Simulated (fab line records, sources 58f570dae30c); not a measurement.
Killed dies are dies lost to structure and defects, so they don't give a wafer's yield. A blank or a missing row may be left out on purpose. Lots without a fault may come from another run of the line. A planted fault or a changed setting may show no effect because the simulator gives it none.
One fault seen from 2 desks | flow berkeley_cmos170 | each desk has only its own numbers; what lay behind them comes last

THE METROLOGY DESK
What the gauges read, lot by lot, whatever tool the lot ran on: means of the sampled wafers that have a number. A lot is out of limits, marked OUT, if its mean lies more than 4 standard deviations from the usual mean; the brackets give that distance.
Columns: A = PVT_TW at UCB170_PVT_TW_MEAS_09, usual 506.7; B = cd_nm at UCB170_M3_CD_MEAS_15, usual 700.2 nm
lot  | first seen here | A               | B
L914 | day 6 02:07     | 505.7           | 700.8
L915 | day 6 02:23     | 504.6           | 698.0
L916 | day 6 19:59     | 506.6           | 699.1
L917 | day 7 00:02     | 507.3           | 700.6
L919 | day 7 04:15     | 507.1           | 699.5
L920 | day 7 07:43     | 509.0           | 700.8
L924 | day 7 17:53     | 573.5 (+22) OUT | 699.9
L925 | day 8 06:20     | 507.6           | 699.2
L927 | day 8 12:02     | 507.1           | 700.4
L926 | day 8 12:19     | 575.7 (+23) OUT | 701.5
L930 | day 9 17:42     | 502.4           | 700.1
L932 | day 9 17:58     | 510.4           | 698.0
L933 | day 10 11:35    | 505.6           | 702.7
L937 | day 10 22:22    | 509.5           | 701.4
This desk's finding: out of limits on L924, L926; first on L924, day 7 17:53 (PVT_TW at UCB170_PVT_TW_MEAS_09). In limits: L914, L915, L916, L917, L919, L920, L925, L927, L930, L932, L933, L937.

THE TOOL OWNER'S DESK: implanter-01
The tool's own readings at UCB170_PVT_IMPLANT_07: means of the sampled wafers that have a number, for each lot that ran on this tool. A lot is out of limits, marked OUT, if its mean lies more than 4 standard deviations from the usual mean; the brackets give that distance.
Columns: A = beam_on_s at UCB170_PVT_IMPLANT_07, usual 10.00 s; B = dose_ions_cm2 at UCB170_PVT_IMPLANT_07, usual 1.9998e+12; C = faraday_current_uA at UCB170_PVT_IMPLANT_07, usual 6.34
lot  | first seen here | A     | B                            | C
L915 | day 6 02:08     | 9.88  | 2.0003e+12                   | 6.41
L917 | day 6 23:50     | 9.91  | 1.9974e+12                   | 6.40
L919 | day 7 04:00     | 10.14 | 2.0019e+12                   | 6.26
L924 | day 7 17:40     | 9.74  | 3.0186e+12 (+99 or more) OUT | 9.77 (+26) OUT
L926 | day 8 12:05     | 9.95  | 3.0189e+12 (+99 or more) OUT | 9.59 (+25) OUT
This desk's finding: out of limits on L924, L926; first on L924, day 7 17:40 (dose_ions_cm2 at UCB170_PVT_IMPLANT_07). In limits: L915, L917, L919.

PUT TOGETHER
The tool owner's desk could have raised an alarm at day 7 17:40, on L924, L926.
The metrology desk could have raised an alarm at day 7 17:53, on L924, L926.
Of the lots named, all ran UCB170_PVT_IMPLANT_07 on implanter-01.

WHAT THE SIMULATOR HAD PUT IN
Process parameter drift: implanter-01, from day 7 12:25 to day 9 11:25, at UCB170_PVT_IMPLANT_07. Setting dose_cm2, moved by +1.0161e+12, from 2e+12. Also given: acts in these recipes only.
Lots struck among those shown: L924, L926.
Hours from the fault's start to each desk's first reading out of limits: the tool owner's desk, 5; the metrology desk, 5.
